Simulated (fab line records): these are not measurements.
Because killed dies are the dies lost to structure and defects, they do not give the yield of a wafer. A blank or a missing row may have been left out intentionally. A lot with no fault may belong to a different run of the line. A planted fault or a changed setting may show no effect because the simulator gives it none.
Matching of chambers	flow berkeley cmos170	4 sister chambers for UCB170_V2_CMP_02 on cmp-01
The step polishes SiO2. 8 wafers are shown with their chamber, then 9 later ones without.

EACH WAFER AND ITS CHAMBER
wafer	chamber	motor current A (A)	head pressure psi (psi)
L776.4	0	14.6	6.009
L779.1	0	14.7	6.005
L782.1	1	17.9	6.010
L782.3	3	16.4	6.006
L782.6	2	17.0	6.001
L780.1	2	16.5	5.991
L780.2	3	15.4	6.007
L780.5	1	18.5	6.003

WAFERS WITH NO CHAMBER GIVEN
wafer	motor current A (A)	head pressure psi (psi)
L785.4	14.3	5.992
L785.5	17.7	6.012
L785.6	18.9	5.992
L783.1	16.5	6.007
L783.3	16.3	5.996
L783.6	15.1	5.970
L786.1	14.8	5.998
L786.2	18.4	5.996
L786.6	14.5	6.006

WHICH CHAMBER EACH ONE RAN IN
wafer	from the rows above	in truth
L785.4	can't be placed: 0 or 3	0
L785.5	1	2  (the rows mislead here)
L785.6	can't be placed: 1 or 2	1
L783.1	can't be placed: 3 or 2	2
L783.3	can't be placed: 2 or 3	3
L783.6	can't be placed: 2 or 0 or 3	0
L786.1	can't be placed: 0 or 3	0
L786.2	can't be placed: 1 or 2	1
L786.6	0	0
1 of 9 placed correctly. From these rows, 7 cannot be placed; in 7 the true chamber is one of the candidates. 1 placed wrongly.
How it was worked out, from the rows above alone: a wafer's distance from a chamber is the root of the sum, over the readings, of the square of ((its reading less the chamber's mean) divided by the reading's scatter). The wafer belongs to the nearest chamber; if the next one is less than 2 further off, it can't be placed. For every chamber, the mean is computed from those of its wafers that are shown. The scatter is the square root of a quotient: the sum, over the shown wafers, of each reading's squared deviation from its chamber's mean, divided by wafers minus chambers.
